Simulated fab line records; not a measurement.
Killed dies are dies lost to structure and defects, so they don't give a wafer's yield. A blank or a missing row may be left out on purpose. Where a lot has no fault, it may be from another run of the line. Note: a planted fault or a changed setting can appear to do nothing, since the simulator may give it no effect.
A struck lot beside a sound one | flow rit cmos | 17 out of 202 route steps
Sound: the wafers L618.1, L618.4, L618.5. The struck wafers were L629.1, L629.4, L629.5. Last of all comes the cause.
Order at every step that has rows: each side's tool, ch and its chambers, its first start. Under that, the readings that differ: sound wafers | struck wafers | difference of the means | sigmas: that difference in standard deviations of wafers without a fault.
alike: same words and numbers on both sides, and readings whose means sit less than 2 such deviations apart. not compared: any withheld reading, any reading some wafer has no value for, any bound like >300 that may hide the same value, and any number with overlapping values for which the record gives no deviation.
Wherever a step has rows on one side only, a row that says differs or no value, or a row with sigmas, the two part there. Numbers that don't overlap but have no deviation are shown without sigmas and don't part them. Lack of a reading on every wafer of one side parts them only where that side has two or more wafers.

RIT_NWELL_TW_MEAS_10:
  sound on film metro-04, day 3 01:41; struck on film metro-01, day 5 08:04
  alike: NWELL_TW
then, 6 steps without rows for these wafers: RIT_PWELL_HMDS_00 (prime time 60 s); RIT_PWELL_COAT_01 (resist thk 1300 nm); RIT_PWELL_SOFTBAKE_02 (time 60 s); RIT_PWELL_EXPOSE_03 (exposes mask M3, target cd 43700 nm); RIT_PWELL_PEB_04; RIT_PWELL_DEVELOP_05 (develop time 68 s).
RIT_PWELL_OVL_MEAS_06:
  sound on overlay-01, day 3 02:45; struck on overlay-02, day 5 09:07
  alike: PWELL_OVL
then, 2 steps without rows for these wafers: RIT_PWELL_HARDBAKE_07 (time 120 s); RIT_PWELL_IMPLANT_08.
RIT_PWELL_STRIP_09: strips in O2, time 180 s.
  sound on plasma asher-01 ch 1, day 3 03:11; struck on plasma asher-04 ch 0,1, day 5 09:34
  alike: drypump motor current A, o2 flow sccm
  not compared: rf hours counter h
RIT_PWELL_TW_MEAS_10:
  sound on film metro-01, day 3 03:22; struck on film metro-04, day 5 09:44
  alike: PWELL_TW
RIT_WELLDRIVE_ANNEAL_00: time 14700 s.
  sound on furnace-01 ch 0, day 3 06:04; struck on furnace-01 ch 0, day 5 11:35
  reading                 | sound                | struck               | difference | sigmas
  spike tc centre C (C)   | 1101.3 1102.9 1102.3 | 1043.7 1043.8 1042.3 | -58.9      | -49
  spike tc load C (C)     | 1125 1125 1124       | 1063 1064 1065       | -61        | -19
  spike tc source C (C)   | 1124.7 1125.2 1125.2 | 1063.8 1065.0 1064.6 | -60.6      | -43
  tube center temp C (C)  | 1100 1100 1100       | 1040 1039.9 1040     | -60        | -99 or more
  tube_center_temp_C_max  | 1103.0 1101.9 1102.9 | 1042.8 1042.6 1043.6 | -59.6      | -99 or more
  zone power load pct (%) | 41.6 41.2 41.3       | 36.7 36.1 36.7       | -4.9       | -4
RIT_WELLDRIVE_RS_MEAS_01: measures by four-point-probe.
  sound on film metro-04, day 3 11:09; struck on film metro-02, day 5 16:40
  reading           | sound             | struck            | difference | sigmas
  NWELL_RS (ohm/sq) | 275.5 276.2 275.4 | 345.6 346.3 345.9 | +70.2      | +82
RIT_WELLDRIVE_RS_MEAS_02: measures by four-point-probe.
  sound on film metro-04, day 3 11:16; struck on film metro-02, day 5 16:47
  reading           | sound             | struck            | difference | sigmas
  PWELL_RS (ohm/sq) | 433.8 434.9 434.8 | 499.8 500.2 499.4 | +65.3      | +50
then, 1 step without rows for these wafers: RIT_NRETRO_HMDS_00 (prime time 60 s).
RIT_M1_PROBE_99:
  sound on prober-02, day 4 23:19; struck on prober-01, day 7 15:20
  reading                             | sound             | struck            | difference | sigmas
  model.etest.pmos_0p3.r on ohm um    | 6472 6322 6399    | 7002 6937 7004    | +583       |
  model.etest.pmos turned.r on ohm um | 3527 3363 3473    | 4137 4069 4028    | +624       |
  model.etest.pmos_0p15.r on ohm um   | 2874 2758 2826    | 3147 3167 3098    | +318       |
  model.etest.nwell pinched.rs ohm sq | 347.3 343 340.6   | 509.6 513.1 493.9 | +161.9     |
  model.etest.pwell.rs ohm sq         | 417.8 412.2 411.7 | 493.2 491.2 492   | +78.2      |
  model.etest.pwell pinched.rs ohm sq | 465.3 458.2 466.8 | 540.9 541.1 534.2 | +75.3      |
  model.etest.pmos turned.drive ua um | 184.7 195.5 187.3 | 139.3 141.7 143.4 | -47.7      |
  model.etest.pmos_0p15.drive ua um   | 246.8 256.9 249.4 | 209.9 210.8 213.8 | -39.5      |
  alike: killed at contacts, killed at front end, killed dies, killed open, killed short

WHERE THEY PART
Earliest at RIT_WELLDRIVE_ANNEAL_00; latest, in this record, at RIT_WELLDRIVE_RS_MEAS_02. Later steps at which nothing parts them and some readings are alike: RIT_M1_PROBE_99.

WHY: whatever the simulator had introduced
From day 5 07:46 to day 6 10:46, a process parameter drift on furnace-01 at RIT_WELLDRIVE_ANNEAL_00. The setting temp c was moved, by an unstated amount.
